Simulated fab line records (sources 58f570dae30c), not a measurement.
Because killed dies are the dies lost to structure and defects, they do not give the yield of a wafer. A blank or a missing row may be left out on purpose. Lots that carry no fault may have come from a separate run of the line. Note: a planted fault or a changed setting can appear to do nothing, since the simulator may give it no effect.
What tool caused it? ; flow berkeleyCmos170 ; Sampling: 15 lots, 45 wafers, 3 of 331 route steps

== WHAT EACH GAUGE READ, for each wafer ==
UCB170_V1_BOW_MEAS_03. Usual: for V1_BOW the level is 17 um and the standard deviation is 6.9.
lot;measured;on;V1_BOW (um);flag
L894;day 9 02:16;filmMetro-03;23 27 14;
L895;day 9 03:34;filmMetro-03;15 3 24;
L896;day 9 14:37;filmMetro-02;6 9 4;
L899;day 9 15:58;filmMetro-02;17 18 15;
L898;day 9 15:57;filmMetro-01;17 25 23;
L901;day 10 00:00;filmMetro-02;23 17 19;
L903;day 10 14:28;filmMetro-02;25 11 19;
L902;day 10 15:47;filmMetro-03;14 17 8;
L904;day 10 19:33;filmMetro-01;21 16 10;
L905;day 11 03:56;filmMetro-03;14 10 24;
L908;day 11 07:28;filmMetro-01;24 22 16;
L913;day 12 20:41;filmMetro-01;9 17 10;
L916;day 13 05:58;filmMetro-01;18 16 10;
L915;day 13 08:37;filmMetro-01;16 11 0;
L917;day 13 20:53;filmMetro-01;13 23 5;

UCB170_V1_OVL_MEAS_13. Usual: for V1_OVL the level is -4 nm and the standard deviation is 4.
lot;measured;on;V1_OVL (nm);flag
L894;day 9 04:36;overlay-02;-12 -5 -8;
L895;day 9 05:26;overlay-01;-1 2 0;
L896;day 9 16:19;overlay-02;-4 -3 4;
L899;day 9 18:34;overlay-02;1 -2 -2;
L898;day 9 18:44;overlay-02;3 -5 -3;
L901;day 10 02:53;overlay-02;-5 -1 -5;
L903;day 10 16:10;overlay-02;0 0 -1;
L902;day 10 17:24;overlay-01;-7 -5 -3;
L904;day 10 23:46;overlay-02;-9 -2 0;
L905;day 11 05:33;overlay-01;-9 -7 -9;
L908;day 11 09:32;overlay-02;-6 -10 -6;
L913;day 12 22:44;overlay-01;-5 -13 -3;
L916;day 13 08:02;overlay-01;-2 3 -1;
L915;day 13 10:45;overlay-02;-7 -6 -8;
L917;day 14 00:22;overlay-01;2 2 -2;

== WHAT TOOL EACH LOT RAN ON (gives the tool, then ch and the chambers of the sampled wafers, and finally the start) ==
lot;UCB170_SDANNEAL_RTA_00
L894;rtpAnneal-01 ch 0, day 8 14:31
L895;rtpAnneal-01 ch 0, day 8 14:37
L896;rtpAnneal-02 ch 0, day 9 00:43
L899;rtpAnneal-02 ch 0, day 9 00:58
L898;rtpAnneal-01 ch 0, day 9 01:11
L901;rtpAnneal-02 ch 0, day 9 12:30
L903;rtpAnneal-01 ch 0, day 10 03:20
L902;rtpAnneal-02 ch 0, day 10 03:43
L904;rtpAnneal-02 ch 0, day 10 04:16
L905;rtpAnneal-02 ch 0, day 10 17:22
L908;rtpAnneal-02 ch 0, day 10 18:09
L913;rtpAnneal-02 ch 0, day 12 08:00
L916;rtpAnneal-02 ch 0, day 12 20:22
L915;rtpAnneal-02 ch 0, day 12 21:41
L917;rtpAnneal-02 ch 0, day 13 09:09
- UCB170_SDANNEAL_RTA_00: time 10 s.

== WHAT THE TOOLS THEMSELVES READ (means of the sampled wafers that have a number; where no wafer has one, the mark that the record gives instead) ==
UCB170_SDANNEAL_RTA_00. Usual: lampPowerPct 28.2 %, standard deviation 2.4; wafer_temp_C_max 905.3, standard deviation 1.8.
lot;tool;lampPowerPct (%);wafer_temp_C_max;flag
L894;rtpAnneal-01;25.5;906.2;
L895;rtpAnneal-01;25.5;907.3;
L896;rtpAnneal-02;30.3;903.4;
L899;rtpAnneal-02;30.4;904.5;
L898;rtpAnneal-01;25.5;906.6;
L901;rtpAnneal-02;30.3;904.0;
L903;rtpAnneal-01;25.5;906.1;
L902;rtpAnneal-02;30.4;903.8;
L904;rtpAnneal-02;30.4;903.9;
L905;rtpAnneal-02;30.4;903.4;
L908;rtpAnneal-02;30.4;903.6;
L913;rtpAnneal-02;30.4;904.4;
L916;rtpAnneal-02;30.4;904.0;
L915;rtpAnneal-02;30.4;903.4;
L917;rtpAnneal-02;30.4;903.8;

== THE ANSWER, worked out from the rows above alone ==
Rule: a lot is off if the mean of its wafers that have a number lies more than 3 standard deviations from the usual mean. A lot without any number at a reading at which 4 lots or more have one is off too. All remaining lots with rows at the step are treated as sound. Order of review: gauges by route order, followed by the tools' own readings, for which a lot's mean as printed above is used. The first step at which some lot is off is used, and at that step the reading that is off furthest; a lot without a number counts as furthest.
Nothing can be told from this: no lot is off at any reading shown.

== WHAT THE SIMULATOR PUT IN ==
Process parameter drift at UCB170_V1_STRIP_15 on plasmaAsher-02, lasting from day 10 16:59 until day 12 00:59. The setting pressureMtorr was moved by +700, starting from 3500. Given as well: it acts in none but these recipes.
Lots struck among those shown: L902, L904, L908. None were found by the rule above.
